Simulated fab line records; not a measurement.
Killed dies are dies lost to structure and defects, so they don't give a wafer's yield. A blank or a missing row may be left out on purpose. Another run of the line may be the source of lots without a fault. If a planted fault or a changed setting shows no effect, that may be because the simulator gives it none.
Code-filled problem report in 8D (eight disciplines) form + flow rit cmos + the parts of the form that need people (team, actions taken, sign-off) are left out

## 1. WHAT WENT WRONG
Across 9 wafers from 3 lots, NWELL_TW at RIT_NWELL_TW_MEAS_10 averages 2228, while fault-free wafers read 2130 with a standard deviation of 11. Relative to the usual mean, that is a shift of +8.9 standard deviations.
Earliest sighting: wafer L470.1 on film metro-03 at day 3 21:14. The record has a number at this step for 42 wafers belonging to 14 lots. Rule for "out" (also "out of limits"): further than 4 standard deviations from the usual mean. The other wafers with a number count as sound.

## 2. WHAT IT IS AND WHAT IT IS NOT
| question                    | is                           | is not                                                                    |
|-----------------------------|------------------------------|---------------------------------------------------------------------------|
| which readings at this step | NWELL_TW                     | -                                                                         |
| which lots                  | L470, L471, L472             | L461, L462, L463, L464, L465, L466, L467, L468, L469, L478, L482          |
| which wafers of those lots  | all that have a number       | -                                                                         |
| read on which gauges        | film metro-01, film metro-03 | film metro-04                                                             |
| when                        | from day 3 21:14             | up to then (27 sound wafers); but 6 sound wafers of L478, L482 came after |

## 3. SUSPECTS, AND WHAT RULES EACH OUT
Counting: a tool at any process step up to the reading remains a suspect when it ran all the lots that are out and ran no sound lot after the first of those.
- the gauge at RIT_NWELL_TW_MEAS_10 is ruled out. Those wafers that are out were read across 2 gauges (film metro-01, film metro-03).
- implanter-02 at RIT_NWELL_IMPLANT_08: kept. It processed each lot that is out, first L470 at day 3 20:54, and no sound lot thereafter; up to then, the last sound lot it processed was L469 at day 3 13:46. On those wafers its own readings are out: dose ions cm2, faraday current uA.
The count leaves implanter-02 at RIT_NWELL_IMPLANT_08.

## 4. THE CAUSE (what the simulator had put in)
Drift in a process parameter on implanter-02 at RIT_NWELL_IMPLANT_08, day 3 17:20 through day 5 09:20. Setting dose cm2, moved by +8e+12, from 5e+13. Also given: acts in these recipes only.
This tool alone remained once counting was done.

## 5. THE EFFECT CHAIN, in route order
Each row: a reading whose mean over the struck wafers that have a number lies more than 3 standard deviations from the usual. Only readings whose record carries a usual standard deviation are examined. hours: median over the lots of the time between each lot's start at the first step of this table that gives one and its start at this step. sigmas: the change, counted in usual standard deviations.
| hours | step                     | reading            | usual        | on struck wafers | change     | sigmas      |
|-------|--------------------------|--------------------|--------------|------------------|------------|-------------|
| 0     | RIT_NWELL_IMPLANT_08     | dose ions cm2      | 4.998e+13    | 5.798e+13        | +7.999e+12 | +99 or more |
| 0     | RIT_NWELL_IMPLANT_08     | faraday current uA | 159          | 183              | +24        | +7.1        |
| 0     | RIT_NWELL_TW_MEAS_10     | NWELL_TW           | 2130         | 2228             | +98        | +8.9        |
| 10    | RIT_WELLDRIVE_RS_MEAS_01 | NWELL_RS           | 275.5 ohm/sq | 252.4            | -23.1      | -34         |
The process steps in it:
- RIT_NWELL_IMPLANT_08

## 6. HOW IT WOULD HAVE BEEN CAUGHT EARLIER
The first out-of-limits reading at a measuring or inspecting step in this record came at day 3 21:14, 4 hours after the fault's start at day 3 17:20.
Tool's own readings at RIT_NWELL_IMPLANT_08, dose ions cm2, faraday current uA: out on all struck wafers the step has rows for; an alarm limit on them would have tripped on the first.
Among the 3 lots that are out, L471, L472 began RIT_NWELL_IMPLANT_08 on implanter-02 after day 3 21:14. A hold on the tool at that time would have spared those 2.
